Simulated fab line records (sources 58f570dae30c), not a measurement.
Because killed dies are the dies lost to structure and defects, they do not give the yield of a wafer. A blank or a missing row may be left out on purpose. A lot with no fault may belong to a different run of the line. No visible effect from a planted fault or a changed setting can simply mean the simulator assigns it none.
Chamber matching -- flow berkeleyCmos170 -- rieDiel-03 running UCB170_CONTACT_ETCH_17: 4 sister chambers
The step etches BARC in N2/H2. 8 wafers are shown with their chamber, then 7 later ones without.

== WAFERS, EACH WITH ITS CHAMBER ==
wafer,chamber,throttleValvePct (%),oesProductAu (a.u.)
L149.1,3,13.22,0.987
L154.4,3,13.22,0.985
L152.6,0,13.24,0.994
L158.2,1,13.17,0.996
L158.4,2,13.22,0.999
L158.5,1,13.15,1.002
L160.2,2,13.24,1.009
L160.3,0,13.23,0.997

== WAFERS WITHOUT THEIR CHAMBER ==
wafer,throttleValvePct (%),oesProductAu (a.u.)
L160.4,13.23,0.977
L163.3,13.23,0.991
L163.4,13.24,1.008
L163.6,13.22,0.998
L165.1,13.14,1.004
L165.4,13.24,0.998
L165.6,13.23,0.981

== WHICH CHAMBER EACH WENT THROUGH ==
wafer,from the rows above,in truth
L160.4,3,3
L163.3,can't be placed: 0 or 3 or 2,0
L163.4,can't be placed: 2 or 0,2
L163.6,can't be placed: 0 or 2 or 3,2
L165.1,1,1
L165.4,can't be placed: 0 or 2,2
L165.6,can't be placed: 3 or 0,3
2 of 7 placed correctly. These rows do not allow placing 5 (true chamber among the candidates in 5). Number placed wrongly: 0.
How it was worked out, from the rows above alone: a wafer's distance from a chamber is the root of the sum, over the readings, of the square of ((its reading less the chamber's mean) divided by the reading's scatter). If the next closest chamber is less than 2 further off than the closest, the wafer can't be placed; otherwise it belongs to the closest. For every chamber, the mean is computed from those of its wafers that are shown. The scatter: the root of (the sum of the squares of (reading less its chamber's mean) over the shown wafers, divided by (wafers less chambers)).
